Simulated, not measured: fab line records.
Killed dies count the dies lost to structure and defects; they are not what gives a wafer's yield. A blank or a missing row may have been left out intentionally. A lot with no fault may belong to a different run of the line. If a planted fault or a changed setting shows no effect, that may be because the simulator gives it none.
Chamber matching | flow berkeley cmos170 | UCB170_PWELL_ETCH_14 on rie diel-01 has 4 sister chambers
The step etches Si3N4 in CH3F/Ar/O2, stops on SiO2, target depth 242 nm, time 151 s. 16 wafers are shown with their chamber, then 8 later ones without.

== EACH WAFER AND ITS CHAMBER ==
wafer  | chamber | throttle valve pct (%) | drypump motor current A (A) | oes product au (a.u.)
L861.3 | 1       | 8.07                   | 5.2                         | 0.920
L861.4 | 3       | 8.25                   | 5.8                         | 0.954
L861.5 | 2       | 8.04                   | 5.6                         | 0.930
L864.1 | 0       | 7.99                   | 5.8                         | 0.967
L864.5 | 2       | 8.05                   | 5.6                         | 0.927
L864.6 | 1       | 8.08                   | 5.3                         | 0.906
L867.2 | 0       | 7.99                   | 5.8                         | 0.975
L867.3 | 2       | 8.06                   | 5.6                         | 0.919
L867.5 | 0       | 7.98                   | 5.7                         | 0.970
L869.2 | 1       | 8.07                   | 5.2                         | 0.910
L869.5 | 1       | 8.08                   | 5.3                         | 0.916
L869.6 | 2       | 8.04                   | 5.6                         | 0.921
L871.3 | 0       | 7.98                   | 5.7                         | 0.970
L871.5 | 0       | 7.99                   | 5.7                         | 0.975
L871.6 | 1       | 8.08                   | 5.3                         | 0.913
L875.4 | 0       | 7.99                   | 5.7                         | 0.963

SIGNATURES (means of the wafers above)
reading                 | chamber 0 | chamber 1 | chamber 2 | chamber 3 | scatter within a chamber
throttle valve pct      | 7.9867    | 8.0760    | 8.0475    | 8.2500    | 0.00664
drypump motor current A | 5.733     | 5.260     | 5.600     | 5.800     | 0.0459
oes product au          | 0.97000   | 0.91300   | 0.92425   | 0.95400   | 0.00502
Rule: distance of a wafer from a chamber = root of the sum over the readings of ((wafer's reading minus chamber's mean) / reading's scatter) squared. If the next closest chamber is less than 2 further off than the closest, the wafer can't be placed; otherwise it belongs to the closest. The scatter is the square root of a quotient: the sum, over the shown wafers, of each reading's squared deviation from its chamber's mean, divided by wafers minus chambers.

== WAFERS WHOSE CHAMBER IS MISSING ==
wafer  | throttle valve pct (%) | drypump motor current A (A) | oes product au (a.u.)
L875.5 | 7.98                   | 5.7                         | 0.977
L875.6 | 8.09                   | 5.2                         | 0.912
L877.1 | 8.01                   | 5.7                         | 0.972
L877.2 | 8.08                   | 5.2                         | 0.927
L877.5 | 8.07                   | 5.3                         | 0.917
L879.1 | 8.21                   | 5.8                         | 0.920
L879.2 | 8.08                   | 5.3                         | 0.917
L879.3 | 8.05                   | 5.7                         | 0.926

== WHICH CHAMBER EACH ONE RAN IN ==
wafer  | from the rows above | in truth
L875.5 | 0                   | 0
L875.6 | 1                   | 1
L877.1 | 0                   | 0
L877.2 | 1                   | 1
L877.5 | 1                   | 1
L879.1 | 3                   | 3
L879.2 | 1                   | 1
L879.3 | 2                   | 2
Correct placement for 8 of the 8. Number that these rows cannot place: 0. Number placed wrongly: 0.
